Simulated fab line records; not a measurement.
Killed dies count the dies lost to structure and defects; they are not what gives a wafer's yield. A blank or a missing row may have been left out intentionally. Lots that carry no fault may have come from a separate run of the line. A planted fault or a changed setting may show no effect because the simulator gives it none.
Tool commonality check -- flow berkeley cmos170 -- 14 lots and 42 wafers in the sample

REASON IT WAS OPENED
UCB170_SPACER_THK_MEAS_01, reading SPACER_TEOS_THK: flagged on 2 of 14 lots. Wafers without a fault read 374 nm, standard deviation 4.6.
Rule: a lot is flagged when every wafer of it that has a number lies more than 4 standard deviations from that mean, or none has a number. The rest of the lots are taken to be sound.

lot,measured,on,"SPACER_TEOS_THK (nm), wafer by wafer",flag
L958,day 6 22:50,film metro-03,363 368 377,
L960,day 7 07:12,film metro-01,376 381 383,
L959,day 7 07:56,film metro-02,365 376 372,
L961,day 7 08:11,film metro-03,373 381 380,
L963,day 8 02:59,film metro-01,369 379 382,
L967,day 8 15:10,film metro-01,401 404 407,FLAGGED
L974,day 9 16:05,film metro-01,369 371 374,
L970,day 9 18:50,film metro-01,394 402 405,FLAGGED
L975,day 10 15:28,film metro-01,373 375 382,
L977,day 10 15:58,film metro-01,369 370 377,
L978,day 11 04:32,film metro-01,374 373 366,
L980,day 11 05:22,film metro-01,379 369 371,
L979,day 11 05:43,film metro-03,365 374 379,
L981,day 11 11:40,film metro-03,372 376 372,
On average the flagged lots' numbers are 402 nm, which is +28 nm against the usual, or +6 standard deviations.

TOOL THAT RAN EACH LOT
The record keeps 1 process step preceding the reading, out of 331 steps on the route. Each cell gives the tool, then ch followed by the chambers the sampled wafers passed through, then the start.
lot,flag,UCB170_SPACER_CVD_00
L958,,"pecvd-03 ch 0,1, day 6 22:47"
L960,,"pecvd-02 ch 1,2, day 7 07:08"
L959,,"pecvd-03 ch 1,2, day 7 07:53"
L961,,"pecvd-02 ch 0,1,2, day 7 08:09"
L963,,"pecvd-02 ch 1,2, day 8 02:56"
L967,FLAGGED,"pecvd-03 ch 0,2, day 8 15:07"
L974,,"pecvd-02 ch 0,1,2, day 9 16:01"
L970,FLAGGED,"pecvd-03 ch 0,2, day 9 18:48"
L975,,"pecvd-02 ch 0,1, day 10 15:25"
L977,,"pecvd-04 ch 0,1,2, day 10 15:56"
L978,,"pecvd-02 ch 0,1,2, day 11 04:28"
L980,,"pecvd-02 ch 0,1, day 11 05:19"
L979,,"pecvd-02 ch 0,2, day 11 05:40"
L981,,"pecvd-02 ch 0,1,2, day 11 11:38"
What these steps do:
- UCB170_SPACER_CVD_00: deposits SiO2 from TEOS/O2, target thk 376 nm, time 47 s.
- UCB170_SPACER_THK_MEAS_01

FLAGGED AGAINST TOTAL, ONE TOOL AT A TIME (gauges that did the reading follow at the end)
step,tool,lots run,flagged,share of the flagged lots,sound lots run after its first flagged lot
UCB170_SPACER_CVD_00,pecvd-02,9,0,none,-
UCB170_SPACER_CVD_00,pecvd-03,4,2,all,0
UCB170_SPACER_CVD_00,pecvd-04,1,0,none,-
UCB170_SPACER_THK_MEAS_01,film metro-01,9,2,all,"5 (L974,L975,L977,L978,L980)"
UCB170_SPACER_THK_MEAS_01,film metro-02,1,0,none,-
UCB170_SPACER_THK_MEAS_01,film metro-03,4,0,none,-

THE TABLE: WHAT IT ALLOWS
Table rows that saw every flagged lot: 2, namely pecvd-03 at UCB170_SPACER_CVD_00 and film metro-01 at UCB170_SPACER_THK_MEAS_01.
- pecvd-03 at UCB170_SPACER_CVD_00: 2 of its 4 lots flagged. Last sound lot L959 at day 7 07:53, first flagged lot L967 at day 8 15:07; a fault beginning in between fits.
- film metro-01 at UCB170_SPACER_THK_MEAS_01: 2 of its 9 lots flagged. After the first flagged lot (L974, L975, L977, L978, L980), sound lots still ran on it; a lasting fault on the whole tool would not permit that.
Just one tool remains: pecvd-03 at UCB170_SPACER_CVD_00.

WHAT THE SIMULATOR HAD INSERTED
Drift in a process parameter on pecvd-03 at UCB170_SPACER_CVD_00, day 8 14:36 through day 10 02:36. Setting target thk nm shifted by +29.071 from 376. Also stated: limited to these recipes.
Struck lots among those shown: L967, L970. The rule above found the same.
